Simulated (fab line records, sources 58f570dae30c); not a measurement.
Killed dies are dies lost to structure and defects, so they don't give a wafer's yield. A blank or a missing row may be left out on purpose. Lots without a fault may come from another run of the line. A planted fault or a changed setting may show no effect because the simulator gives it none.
Split-lot experiment | flow berkeley_cmos170 | 5 lots, 23 wafers read, on a route of 331 steps

THE SPLIT
At UCB170_PWELL_CVD_05 (deposits Si3N4 from SiH2Cl2/NH3, target thk 220 nm, time 3300 s), the setting temp_c was moved away from the recipe's 800 C on 10 of the 23 wafers read, by -2.7% to +0.8%. The other wafers ran this setting at the recipe's value.

FROM THE SPLIT TO THE READING: what the file shows between them, 4 steps
- UCB170_PWELL_THK_MEAS_06
- UCB170_PWELL_HMDS_07: prime time 60 s
- UCB170_PWELL_COAT_08: resist thk 900 nm
- UCB170_PWELL_DEVELOP_12: develop time 45 s

THE READING
oes_product_au, in a.u., at UCB170_PWELL_ETCH_14 (etches Si3N4 in CH3F/Ar/O2, stops on SiO2, target depth 242 nm, time 151 s). Fault-free wafers of this fab line usually give 0.938 a.u., standard deviation 0.016 a.u..

wafer  | tool, chamber at the split | temp_c as run, C | against the recipe | oes_product_au, a.u. | against lot-mates on the recipe
L074.1 | lpcvd-01, 0                | 800              | recipe             | 0.942                | -
L074.5 | lpcvd-01, 0                | 800              | recipe             | 0.947                | -
L074.6 | lpcvd-01, 0                | 800              | recipe             | 0.923                | -
L075.1 | -, -                       | 800              | recipe             | 0.923                | -
L075.2 | -, -                       | 800              | recipe             | 0.922                | -
L075.4 | -, -                       | 800              | recipe             | 0.917                | -
L075.5 | -, -                       | 800              | recipe             | 0.925                | -
L075.6 | -, -                       | 800              | recipe             | 0.931                | -
L078.1 | -, -                       | 806.7            | +0.8%              | 0.994                | no lot-mate on the recipe
L078.2 | -, -                       | 806.7            | +0.8%              | 1.020                | no lot-mate on the recipe
L078.3 | -, -                       | 806.7            | +0.8%              | 1.016                | no lot-mate on the recipe
L078.4 | -, -                       | 806.7            | +0.8%              | 0.991                | no lot-mate on the recipe
L078.6 | -, -                       | 806.7            | +0.8%              | 0.986                | no lot-mate on the recipe
L080.1 | -, -                       | 778.8            | -2.7%              | 0.745                | no lot-mate on the recipe
L080.2 | -, -                       | 778.8            | -2.7%              | 0.757                | no lot-mate on the recipe
L080.3 | -, -                       | 778.8            | -2.7%              | 0.750                | no lot-mate on the recipe
L080.5 | -, -                       | 778.8            | -2.7%              | 0.741                | no lot-mate on the recipe
L080.6 | -, -                       | 778.8            | -2.7%              | 0.773                | no lot-mate on the recipe
L085.1 | -, -                       | 800              | recipe             | 0.926                | -
L085.3 | -, -                       | 800              | recipe             | 0.934                | -
L085.4 | -, -                       | 800              | recipe             | 0.949                | -
L085.5 | -, -                       | 800              | recipe             | 0.958                | -
L085.6 | -, -                       | 800              | recipe             | 0.920                | -

THE FIT
A straight line over all 23 wafers: oes_product_au changes by +0.0697 a.u. for each +1% of temp_c; r = +0.99; the points scatter about the line by 0.014 a.u..
Too few moved wafers have a lot-mate on the recipe to fit a line with each lot's own level taken away.

THE WHOLE CHAIN: every reading that the file lists as answering this split, in the file's order
step                     | what it does                                                               | reading                                                                       | change (the file's fit)                  | r (the file's)
UCB170_PWELL_CVD_05      | deposits Si3N4 from SiH2Cl2/NH3, target thk 220 nm, time 3300 s            | Si3N4_of_PWELL_CVD_05.thk_nm (the simulator's own value, which no gauge read) | +26.7 nm for each +1% of the setting     | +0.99
UCB170_PWELL_THK_MEAS_06 |                                                                            | PWELL_NITRIDE_THK                                                             | +26.7 for each +1% of the setting        | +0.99
UCB170_PWELL_ETCH_14     | etches Si3N4 in CH3F/Ar/O2, stops on SiO2, target depth 242 nm, time 151 s | oes_product_au                                                                | +0.0697 a.u. for each +1% of the setting | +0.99
UCB170_PWELL_ETCH_14     | etches Si3N4 in CH3F/Ar/O2, stops on SiO2, target depth 242 nm, time 151 s | etch.depth_nm (the simulator's own value, which no gauge read)                | +24.9 nm for each +1% of the setting     | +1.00

THE FILE'S OWN FIT
oes_product_au changes by +0.0697 a.u. for each +1% of temp_c, r = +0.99.
